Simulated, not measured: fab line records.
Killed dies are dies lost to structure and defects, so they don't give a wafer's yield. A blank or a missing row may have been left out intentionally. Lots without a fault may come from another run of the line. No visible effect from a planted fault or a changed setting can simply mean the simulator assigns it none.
The tool behind it: which one?	flow rit-cmos	13 lots with 39 wafers sampled at 3 steps, on a route of 202 steps

## WHAT THE GAUGES SHOWED, per wafer
RIT_GATE_CD_MEAS_16 targets a cd of 150 nm.
lot	measured	on	cd-nm (nm)
L943	day 2 13:46	cd-sem-01	149.8 151.4 152.0
L944	day 2 18:39	cd-sem-01	151.2 149.4 148.8
L945	day 2 22:55	cd-sem-01	150.2 153.8 151.7
L946	day 3 03:12	cd-sem-01	152.1 153.9 150.3
L947	day 3 09:43	cd-sem-02	150.7 149.8 150.8
L948	day 3 14:14	cd-sem-01	153.1 149.8 150.0
L951	day 4 05:32	cd-sem-01	148.7 149.7 149.4
L953	day 4 15:40	cd-sem-01	151.7 154.1 152.3
L956	day 5 06:13	cd-sem-01	151.8 151.1 149.6
L961	day 6 06:07	cd-sem-02	155.4 155.2 157.0
L962	day 6 11:43	cd-sem-01	154.8 157.2 153.0
L964	day 6 20:58	cd-sem-02	152.1 151.5 150.8
L966	day 7 07:11	cd-sem-02	153.5 152.2 152.6

RIT_SILICIDE_RS_MEAS_02: measurement is done with a four-point probe.
lot	measured	on	SILICIDE_TI_RS (ohm/sq)
L943	day 3 08:02	film-metro-01	47.8 48.6 48.4
L944	day 3 08:25	film-metro-02	48.9 47.9 48.6
L945	day 3 12:20	film-metro-01	48.9 49.7 49.8
L946	day 3 16:37	film-metro-01	49.4 48.6 48.2
L947	day 3 23:08	film-metro-03	46.4 46.9 46.3
L948	day 4 03:38	film-metro-01	48.2 47.6 47.7
L951	day 4 18:43	film-metro-02	48.4 48.4 47.9
L953	day 5 05:31	film-metro-02	48.0 47.4 47.6
L956	day 5 20:12	film-metro-01	48.6 47.9 48.3
L961	day 6 19:42	film-metro-01	47.4 44.4 48.0
L962	day 7 01:27	film-metro-01	47.7 48.2 48.7
L964	day 7 10:25	film-metro-02	47.7 47.7 48.5
L966	day 7 21:18	film-metro-03	47.7 47.6 47.2

## TOOL THAT RAN EACH LOT (tool first, then ch and the chambers of the sampled wafers, then the start)
lot	RIT_SILICIDE_SPUTTER_01
L943	pvd-sputter-01, day 3 07:53
L944	pvd-sputter-03, day 3 08:14
L945	pvd-sputter-01, day 3 12:11
L946	pvd-sputter-04, day 3 16:27
L947	pvd-sputter-03, day 3 22:59
L948	pvd-sputter-01, day 4 03:29
L951	pvd-sputter-03, day 4 18:32
L953	pvd-sputter-04, day 5 05:22
L956	pvd-sputter-01, day 5 20:02
L961	pvd-sputter-04, day 6 19:32
L962	pvd-sputter-01, day 7 01:18
L964	pvd-sputter-01, day 7 10:15
L966	pvd-sputter-01, day 7 21:09
- RIT_SILICIDE_SPUTTER_01: material Ti, target thk 30 nm, time 240 s.

## AS READ BY THE TOOLS THEMSELVES (means over the sampled wafers that have a number; for cases with no such wafer, the mark the record gives instead)
RIT_SILICIDE_SPUTTER_01.
lot	tool	chamber-pressure-pa (Pa)	throttle-valve-pct (%)
L943	pvd-sputter-01	0.6686	29.1
L944	pvd-sputter-03	0.6682	30.4
L945	pvd-sputter-01	0.6672	29.6
L946	pvd-sputter-04	0.6660	29.3
L947	pvd-sputter-03	0.6676	30.6
L948	pvd-sputter-01	0.6669	30.1
L951	pvd-sputter-03	0.6669	30.1
L953	pvd-sputter-04	0.6663	29.8
L956	pvd-sputter-01	0.6659	29.5
L961	pvd-sputter-04	0.6587	29.9
L962	pvd-sputter-01	0.6668	29.6
L964	pvd-sputter-01	0.6674	30.1
L966	pvd-sputter-01	0.6696	30.4

## THE ANSWER, worked out from the rows above alone
Rule: usual is defined by the lots themselves. The widest of any qualifying gaps counts: lots, ordered by their means at a reading, are off when they make up no more than a third of the lots, leave a main group of 4 or more, and stand apart from it by 3 or more times the standard deviation of that group's means. The tables above print the reading to a certain number of digits; a main group whose means all agree to those digits is not used. Also off: a lot with no number at a reading for which 4 or more lots have one. All remaining lots with rows at the step are treated as sound. The gauges are gone through in route order, then the tools' own readings, and for those a lot's mean is taken as printed above. At the first step where some lot is off, the reading lying furthest off is the one used; lots without a number count as furthest.
Off: L961, at RIT_SILICIDE_SPUTTER_01 (chamber-pressure-pa). Mean 0.6673 Pa and standard deviation 0.001 in the main group.
A tool fits if, at that step or a process step before it, it ran every lot that is off, and no sound lot after the first of them. One fits: RIT_SILICIDE_SPUTTER_01 on pvd-sputter-04. Its last sound lot is L953 (day 5 05:22), its first lot that is off L961 (day 6 19:32): a fault that began between those two fits.
On the lots that are off, the tool's own readings at RIT_SILICIDE_SPUTTER_01 differ by more than 5 times the standard deviation of the sound lots' means, which bears it out; chamber-pressure-pa reads 0.6587 Pa there versus 0.6673 Pa on the sound lots.

## WHAT WAS PUT IN BY THE SIMULATOR
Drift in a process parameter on pvd-sputter-04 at RIT_SILICIDE_SPUTTER_01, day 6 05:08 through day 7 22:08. Setting chamber-pressure-pa, moved by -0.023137, from 0.667. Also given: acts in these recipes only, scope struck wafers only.
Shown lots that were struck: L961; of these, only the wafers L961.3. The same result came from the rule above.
